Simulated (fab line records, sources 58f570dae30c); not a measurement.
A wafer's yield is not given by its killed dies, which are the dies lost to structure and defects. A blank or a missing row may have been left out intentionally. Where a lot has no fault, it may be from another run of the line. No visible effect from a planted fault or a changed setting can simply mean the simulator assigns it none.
Comparing a struck lot with a sound one    flow berkeley cmos170    14 steps out of a route of 331
Sound: the wafers L657.1, L657.2, L657.4. Wafers L667.1, L667.5, L667.6 were the ones struck. The cause comes at the end.
Each step with rows lists, per side, the tool, then ch with its chambers, then its first start. Under that, the readings that differ: sound wafers    struck wafers    difference of the means    sigmas: that difference in standard deviations of wafers without a fault.
alike: a reading whose means differ by less than 2 such deviations, as well as words and numbers matching on both sides. not compared: withheld readings; readings where some wafer has no value; bounds like >300 that might hide an equal value; numbers whose values overlap and for which the record gives no deviation.
A row with sigmas, a row that says differs or no value, or rows on one side alone: a step with any of these is where the two part. Numbers that don't overlap but have no deviation are shown without sigmas and don't part them. Lack of a reading on every wafer of one side parts them only where that side has two or more wafers.

UCB170_ZERO_ETCH_06: etches SiO2 in CHF3/CF4/Ar, time 12 s.
  sound on rie diel-04 ch 1,2,3, day 2 06:05; struck on rie diel-02 ch 2,3, day 4 05:16
  alike: drypump motor current A, mfc ar sccm, oes product au, throttle valve pct
  not compared: rf hours counter h
UCB170_ZERO_STRIP_07: strips in O2.
  sound on plasma asher-02 ch 0,1, day 2 06:07; struck on plasma asher-04 ch 0,1, day 4 05:17
  alike: drypump motor current A, oes product au, strip time to endpoint s
  not compared: rf hours counter h
then, 2 steps without rows for these wafers: UCB170_NWELL_WET_ETCH_00 (etches SiO2 in dHF, time 200 s); UCB170_NWELL_OXIDATION_01 (target thk 26.4 nm, ox time 1260 s).
UCB170_NWELL_THK_MEAS_02:
  struck on film metro-02, day 4 10:02; sound on film metro-02, day 2 11:58
reading               sound           struck          difference  sigmas
NWELL_OXIDE_THK (nm)  25.9 25.9 26.4  26.7 27.2 26.7  +0.8        +2
then, 2 steps without rows for these wafers: UCB170_NWELL_ANNEAL_03 (time 900 s); UCB170_NWELL_CVD_04 (deposits Si3N4 from SiH2Cl2/NH3, target thk 224 nm, time 3360 s).
UCB170_NWELL_THK_MEAS_05:
  struck on film metro-04, day 4 15:58; sound on film metro-01, day 2 20:44
  alike: NWELL_NITRIDE_THK
then, 4 steps without rows for these wafers: UCB170_NWELL_HMDS_06 (prime time 60 s); UCB170_NWELL_COAT_07 (resist thk 912.1 nm); UCB170_NWELL_SOFTBAKE_08 (time 60 s); UCB170_NWELL_EXPOSE_09 (exposes mask NWELL, target cd 3000 nm).
UCB170_NWELL_PEB_10:
  struck on litho track-01, day 4 16:48; sound on litho track-01 ch 0, day 2 21:57
  no value came back on the struck wafers for chill plate temp C (C), exhaust pa (Pa); on the sound wafers chill plate temp C (C) reads 23.01 22.94 23.00
then, 1 step without rows for these wafers: UCB170_NWELL_DEVELOP_11 (develop time 45 s).

WHERE THEY PART
First at UCB170_NWELL_THK_MEAS_02; last, within this record, at UCB170_NWELL_PEB_10.

WHY: the cause the simulator had injected
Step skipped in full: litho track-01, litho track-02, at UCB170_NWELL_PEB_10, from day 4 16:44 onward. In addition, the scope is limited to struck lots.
